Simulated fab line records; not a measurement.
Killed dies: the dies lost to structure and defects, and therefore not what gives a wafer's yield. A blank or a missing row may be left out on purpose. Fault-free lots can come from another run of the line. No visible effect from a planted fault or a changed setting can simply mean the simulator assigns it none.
One fault through the eyes of 2 desks    flow rit cmos    every desk sees just its own numbers, and what lay behind them comes last

## AT THE METROLOGY DESK
What the gauges read, lot by lot, whatever tool the lot ran on: means of the sampled wafers that have a number. If a lot's mean is further than 4 standard deviations from the usual mean, the lot is out of limits and carries the mark OUT (the distance appears in the brackets).
Columns: A = ACTIVE_OXIDE_THK at RIT_ACTIVE_THK_MEAS_02, usual 46.2 nm; B = REOX_OXIDE_THK at RIT_REOX_THK_MEAS_04, usual 25.1 nm; C = PSD_RS at RIT_SDANNEAL_RS_MEAS_04, usual 115.93 ohm/sq
lot   first seen here  A     B     C
L335  day 1 17:03      47.9  25.3  115.83
L337  day 2 04:51      45.3  25.4  116.09
L339  day 2 16:59      47.9  25.2  115.85
L340  day 2 19:29      47.5  25.0  115.56
L341  day 3 00:59      46.1  24.8  115.49
L342  day 3 05:10      47.0  24.9  115.87
L343  day 3 10:32      46.5  25.4  115.72
L344  day 3 16:30      47.3  25.5  115.77
L345  day 3 20:56      46.1  25.2  116.00
L346  day 4 00:13      45.7  25.8  115.54
L349  day 4 16:20      46.0  24.5  115.91
L354  day 5 17:18      43.9  24.0  115.72
L355  day 5 21:03      46.7  24.5  116.15
L356  day 6 03:45      46.4  24.6  116.23
L357  day 6 07:40      45.2  25.5  115.63
This desk's verdict: no lot among the 15 shows anything out of limits.

## THE TOOL OWNER'S DESK: litho track-04
The tool's own readings at RIT_NSD_COAT_01 (resist thk 1000 nm): means of the sampled wafers that have a number, for each lot that ran on this tool. If a lot's mean is further than 4 standard deviations from the usual mean, the lot is out of limits and carries the mark OUT (the distance appears in the brackets).
Columns: A = spin speed rpm at RIT_NSD_COAT_01, usual 3249.8 rpm
lot   first seen here  A
L341  day 4 21:27      3247.5
L342  day 4 22:29      3249.6
L343  day 5 02:59      3085.1 (-75) OUT
L345  day 5 11:37      3085.1 (-75) OUT
L346  day 5 15:40      3085.5 (-75) OUT
This desk's finding: out of limits on L343, L345, L346; first on L343, day 5 02:59 (spin speed rpm at RIT_NSD_COAT_01). L341, L342 stayed within limits.

## PUT TOGETHER
On L343, L345, L346, at day 5 02:59, an alarm was possible from the tool owner's desk.
The metrology desk saw nothing out of limits.
The metrology desk holds a record of L343, L345, L346, inside its limits.
On litho track-04, each named lot ran RIT_NSD_COAT_01.

## WHAT THE SIMULATOR PUT IN
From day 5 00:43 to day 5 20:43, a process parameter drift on litho track-04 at RIT_NSD_COAT_01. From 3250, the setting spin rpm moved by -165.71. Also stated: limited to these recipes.
Shown lots that were struck: L343, L345, L346.
Time in hours from fault onset to the first out-of-limits reading at each desk: the tool owner's desk, 2.
